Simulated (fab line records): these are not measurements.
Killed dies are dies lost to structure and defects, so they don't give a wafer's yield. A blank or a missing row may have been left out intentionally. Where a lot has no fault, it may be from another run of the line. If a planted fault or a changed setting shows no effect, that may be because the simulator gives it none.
Split-lot trial :: flow berkeleyCmos170 :: 5 lots, 23 wafers read, on a route of 331 steps

## THE SPLIT
At UCB170_M3_SPUTTER_01 (material Al, target thk 900 nm, time 120 s), the setting timeS was moved away from the recipe's 120 s on 7 of the 23 wafers read, by -12.3% to +14.8%. For the rest of the wafers, this setting stayed at what the recipe calls for.

## FROM THE SPLIT TO THE READING: what the file shows between them, 4 steps
- UCB170_M3_RS_MEAS_02: measures by four-point-probe
- UCB170_M3_THK_MEAS_03: measures by xrf
- UCB170_M3_DEVELOP_14: develop time 45 s (also split here: developTimeS)
- UCB170_M3_ETCH_17: etches BARC in N2/H2

## THE READING
oesProductAu, in a.u., at UCB170_M3_METAL_ETCH_18 (etches Al in Cl2/BCl3, stops on SiO2, target depth 1170 nm, time 195 s). Fault-free wafers of this fab line usually give 0.858 a.u., standard deviation 0.012 a.u.

wafer: L074.1
tool, chamber at the split: pvdSputter-02, -
timeS as run, s: 111.1
against the recipe: -7.4%
oesProductAu, a.u.: 0.820
against lot-mates on the recipe: -0.025

wafer: L074.2
tool, chamber at the split: pvdSputter-02, -
timeS as run, s: 111.1
against the recipe: -7.4%
oesProductAu, a.u.: 0.812
against lot-mates on the recipe: -0.033

wafer: L074.4
tool, chamber at the split: pvdSputter-02, -
timeS as run, s: 120
against the recipe: recipe
oesProductAu, a.u.: 0.842
against lot-mates on the recipe: -

wafer: L074.5
tool, chamber at the split: pvdSputter-02, -
timeS as run, s: 120
against the recipe: recipe
oesProductAu, a.u.: 0.849
against lot-mates on the recipe: -

wafer: L074.6
tool, chamber at the split: pvdSputter-02, -
timeS as run, s: 111.1
against the recipe: -7.4%
oesProductAu, a.u.: 0.811
against lot-mates on the recipe: -0.034

wafer: L076.1
tool, chamber at the split: pvdSputter-02, -
timeS as run, s: 120
against the recipe: recipe
oesProductAu, a.u.: 0.848
against lot-mates on the recipe: -

wafer: L076.2
tool, chamber at the split: pvdSputter-02, -
timeS as run, s: 105.2
against the recipe: -12.3%
oesProductAu, a.u.: 0.787
against lot-mates on the recipe: -0.065

wafer: L076.3
tool, chamber at the split: pvdSputter-02, -
timeS as run, s: 120
against the recipe: recipe
oesProductAu, a.u.: 0.865
against lot-mates on the recipe: -

wafer: L076.4
tool, chamber at the split: pvdSputter-02, -
timeS as run, s: 105.2
against the recipe: -12.3%
oesProductAu, a.u.: 0.778
against lot-mates on the recipe: -0.074

wafer: L076.5
tool, chamber at the split: pvdSputter-02, -
timeS as run, s: 120
against the recipe: recipe
oesProductAu, a.u.: 0.844
against lot-mates on the recipe: -

wafer: L081.1
tool, chamber at the split: pvdSputter-01, -
timeS as run, s: 120
against the recipe: recipe
oesProductAu, a.u.: 0.866
against lot-mates on the recipe: -

wafer: L081.3
tool, chamber at the split: pvdSputter-01, -
timeS as run, s: 120
against the recipe: recipe
oesProductAu, a.u.: 0.862
against lot-mates on the recipe: -

wafer: L081.5
tool, chamber at the split: pvdSputter-01, -
timeS as run, s: 120
against the recipe: recipe
oesProductAu, a.u.: 0.854
against lot-mates on the recipe: -

wafer: L083.1
tool, chamber at the split: pvdSputter-01, -
timeS as run, s: 120
against the recipe: recipe
oesProductAu, a.u.: 0.857
against lot-mates on the recipe: -

wafer: L083.2
tool, chamber at the split: pvdSputter-01, -
timeS as run, s: 120
against the recipe: recipe
oesProductAu, a.u.: 0.848
against lot-mates on the recipe: -

wafer: L083.3
tool, chamber at the split: pvdSputter-01, -
timeS as run, s: 120
against the recipe: recipe
oesProductAu, a.u.: 0.839
against lot-mates on the recipe: -

wafer: L083.5
tool, chamber at the split: pvdSputter-01, -
timeS as run, s: 120
against the recipe: recipe
oesProductAu, a.u.: 0.850
against lot-mates on the recipe: -

wafer: L083.6
tool, chamber at the split: pvdSputter-01, -
timeS as run, s: 120
against the recipe: recipe
oesProductAu, a.u.: 0.858
against lot-mates on the recipe: -

wafer: L084.2
tool, chamber at the split: pvdSputter-01, -
timeS as run, s: 120
against the recipe: recipe
oesProductAu, a.u.: 0.851
against lot-mates on the recipe: -

wafer: L084.3
tool, chamber at the split: pvdSputter-01, -
timeS as run, s: 120
against the recipe: recipe
oesProductAu, a.u.: 0.872
against lot-mates on the recipe: -

wafer: L084.4
tool, chamber at the split: pvdSputter-01, -
timeS as run, s: 137.8
against the recipe: +14.8%
oesProductAu, a.u.: 0.929
against lot-mates on the recipe: +0.067

wafer: L084.5
tool, chamber at the split: pvdSputter-01, -
timeS as run, s: 120
against the recipe: recipe
oesProductAu, a.u.: 0.864
against lot-mates on the recipe: -

wafer: L084.6
tool, chamber at the split: pvdSputter-01, -
timeS as run, s: 137.8
against the recipe: +14.8%
oesProductAu, a.u.: 0.929
against lot-mates on the recipe: +0.067

FIT RESULTS
A straight line over all 23 wafers: oesProductAu changes by +0.00534 a.u. for each +1% of timeS; r = +0.97; the points scatter about the line by 0.0086 a.u.
The same after taking each lot's own level away (the mean of its wafers on the recipe; 23 wafers): +0.00482 a.u. for each +1%; r = +0.97; scatter 0.0076 a.u.
Per that fit: largest timeS move, reading shift of 0.071 a.u.
Across the lots, their own levels run from 0.8455 to 0.8623 a.u., a range of 1.4 times the standard deviation given above.
So the slope is not independent of the lot-to-lot level: the two fits are not the same.
Check: +0.0726 a.u. against its lot-mates is what the line predicts for one of the wafers moved furthest among these (+14.8%) when that wafer is left out of the fit. It came out at +0.0667 a.u. against them.

## OTHER SPLITS APPLIED TO THESE WAFERS
Before the reading, these wafers also passed through other splits. Each is held against what the fit with the lots' levels taken away leaves over:
other split on the same wafers: UCB170_M2_COAT_10 spinRpm
wafers away from the commonest value: 5
r with oesProductAu (lot level and that fit taken away): +0.08

other split on the same wafers: UCB170_M3_DEVELOP_14 developTimeS
wafers away from the commonest value: 7
r with oesProductAu (lot level and that fit taken away): -0.38

## THE WHOLE CHAIN: every reading that the file lists as answering this split, in the file's order
step: UCB170_M3_SPUTTER_01
what it does: material Al, target thk 900 nm, time 120 s
reading: Al_of_M3_SPUTTER_01.thkNm (the simulator's own value, which no gauge read)
change (the file's fit): +8.97 nm for each +1% of the setting
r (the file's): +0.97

step: UCB170_M3_RS_MEAS_02
what it does: measures by four-point-probe
reading: M3_AL_RS
change (the file's fit): -0.00033 for each +1% of the setting
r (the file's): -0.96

step: UCB170_M3_THK_MEAS_03
what it does: measures by xrf
reading: M3_AL_THK
change (the file's fit): +9.17 for each +1% of the setting
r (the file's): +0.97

step: UCB170_M3_METAL_ETCH_18
what it does: etches Al in Cl2/BCl3, stops on SiO2, target depth 1170 nm, time 195 s
reading: oesProductAu
change (the file's fit): +0.00486 a.u. for each +1% of the setting
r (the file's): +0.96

## FILE'S OWN FIT
oesProductAu changes by +0.00486 a.u. for each +1% of timeS, r = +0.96.
